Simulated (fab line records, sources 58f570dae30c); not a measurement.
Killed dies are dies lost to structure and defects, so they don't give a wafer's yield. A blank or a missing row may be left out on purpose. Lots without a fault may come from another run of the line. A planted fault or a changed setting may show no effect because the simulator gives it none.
One fault seen from 2 desks | flow berkeley_cmos170 | each desk has only its own numbers; what lay behind them comes last

THE METROLOGY DESK
What the gauges read, lot by lot, whatever tool the lot ran on: means of the sampled wafers that have a number. A lot is out of limits, marked OUT, if its mean lies more than 4 standard deviations from the usual mean; the brackets give that distance.
Columns: A = NWELL_OXIDE_THK at UCB170_NWELL_THK_MEAS_02, usual 24.0 nm; B = ACTIVE_NITRIDE_THK at UCB170_ACTIVE_THK_MEAS_06, usual 224.3 nm
lot  | first seen here | A    | B
L353 | day 2 01:39     | 23.7 | 225.5
L355 | day 2 12:34     | 24.4 | 221.9
L356 | day 2 16:21     | 24.3 | 227.5
L357 | day 2 20:57     | 24.1 | 224.0
L358 | day 3 05:56     | 24.3 | 224.4
L360 | day 3 12:40     | 24.0 | 223.4
L361 | day 3 18:41     | 24.1 | 222.6
L364 | day 4 11:40     | 24.2 | 224.3
L367 | day 4 22:55     | 23.8 | 225.7
L368 | day 5 05:49     | 24.4 | 223.9
L369 | day 5 12:58     | 24.4 | 223.7
L371 | day 5 22:25     | 22.9 | 226.6
L372 | day 6 06:30     | 24.3 | 221.7
L374 | day 6 15:09     | 24.1 | 226.2
This desk's finding: nothing out of limits on any of the 14 lots.

THE TOOL OWNER'S DESK: rie_diel-03
The tool's own readings at UCB170_M1_ETCH_11 (etches BARC in N2/H2): means of the sampled wafers that have a number, for each lot that ran on this tool. A lot is out of limits, marked OUT, if its mean lies more than 4 standard deviations from the usual mean; the brackets give that distance.
Columns: A = bias_w at UCB170_M1_ETCH_11, usual 100.01 W; B = chamber_pressure_mTorr at UCB170_M1_ETCH_11, usual 29.999 mTorr; C = drypump_motor_current_A at UCB170_M1_ETCH_11, usual 5.7 A; D = oes_product_au at UCB170_M1_ETCH_11, usual 0.993 a.u.; E = throttle_valve_pct at UCB170_M1_ETCH_11, usual 13.31 %
lot  | first seen here | A      | B                        | C   | D     | E
L353 | day 7 07:15     | 99.95  | 30.006                   | 6.0 | 0.966 | 13.25
L355 | day 7 14:28     | 100.17 | 29.997                   | 5.9 | 0.964 | 13.27
L357 | day 7 17:28     | 99.80  | 29.982                   | 6.2 | 0.958 | 13.28
L360 | day 8 20:27     | 100.09 | 27.982 (-67) OUT         | 6.0 | 0.969 | 13.26
L364 | day 9 11:07     | 100.01 | 26.029 (-99 or more) OUT | 5.6 | 0.988 | 13.27
This desk's finding: out of limits on L360, L364; first on L360, day 8 20:27 (chamber_pressure_mTorr at UCB170_M1_ETCH_11). In limits: L353, L355, L357.

PUT TOGETHER
The tool owner's desk could have raised an alarm at day 8 20:27, on L360, L364.
The metrology desk saw nothing out of limits.
The metrology desk has L360, L364 on record, within its limits.
Of the lots named, all ran UCB170_M1_ETCH_11 on rie_diel-03.

WHAT THE SIMULATOR HAD PUT IN
Process parameter drift: rie_diel-03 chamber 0, from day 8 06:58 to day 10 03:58, at UCB170_M1_ETCH_11. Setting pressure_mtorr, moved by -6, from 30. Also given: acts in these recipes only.
Lots struck among those shown: L360, L364.
Hours from the fault's start to each desk's first reading out of limits: the tool owner's desk, 13.
